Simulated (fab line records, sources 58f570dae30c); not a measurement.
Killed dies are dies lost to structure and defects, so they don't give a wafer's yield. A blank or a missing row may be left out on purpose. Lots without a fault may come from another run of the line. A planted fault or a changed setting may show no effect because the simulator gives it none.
Chamber matching | flow berkeley_cmos170 | UCB170_V2_CVD_00 on pecvd-02: 3 sister chambers
The step deposits SiO2 from TEOS/O2, target thk 2000 nm, time 250 s. 6 wafers are shown with their chamber, then 8 later ones without.

WAFERS WITH THEIR CHAMBER
wafer  | chamber | heater_power_w (W)
L300.4 | 1       | 214
L300.5 | 0       | 144
L310.3 | 2       | 351
L310.4 | 2       | 258
L310.5 | 0       | 208
L311.3 | 1       | 215

WAFERS WITHOUT THEIR CHAMBER
wafer  | heater_power_w (W)
L311.4 | 286
L311.5 | 216
L314.2 | 306
L314.4 | 214
L314.5 | 217
L315.2 | 215
L315.4 | 269
L315.6 | 213

WHICH CHAMBER EACH WENT THROUGH
wafer  | from the rows above          | in truth
L311.4 | can't be placed: 2 or 1 or 0 | 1
L311.5 | can't be placed: 1 or 0 or 2 | 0
L314.2 | can't be placed: 2 or 1      | 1
L314.4 | can't be placed: 1 or 0 or 2 | 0
L314.5 | can't be placed: 1 or 0 or 2 | 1
L315.2 | can't be placed: 1 or 0 or 2 | 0
L315.4 | can't be placed: 2 or 1 or 0 | 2
L315.6 | can't be placed: 1 or 0 or 2 | 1
Placed correctly: 0 of 8. Can't be placed from these rows: 8 (the true chamber is among the candidates in 8). Placed wrongly: 0.
How it was worked out, from the rows above alone: a wafer's distance from a chamber is the root of the sum, over the readings, of the square of ((its reading less the chamber's mean) divided by the reading's scatter). The wafer belongs to the nearest chamber; if the next one is less than 2 further off, it can't be placed. A chamber's mean is the mean of its shown wafers. The scatter: the root of (the sum of the squares of (reading less its chamber's mean) over the shown wafers, divided by (wafers less chambers)).
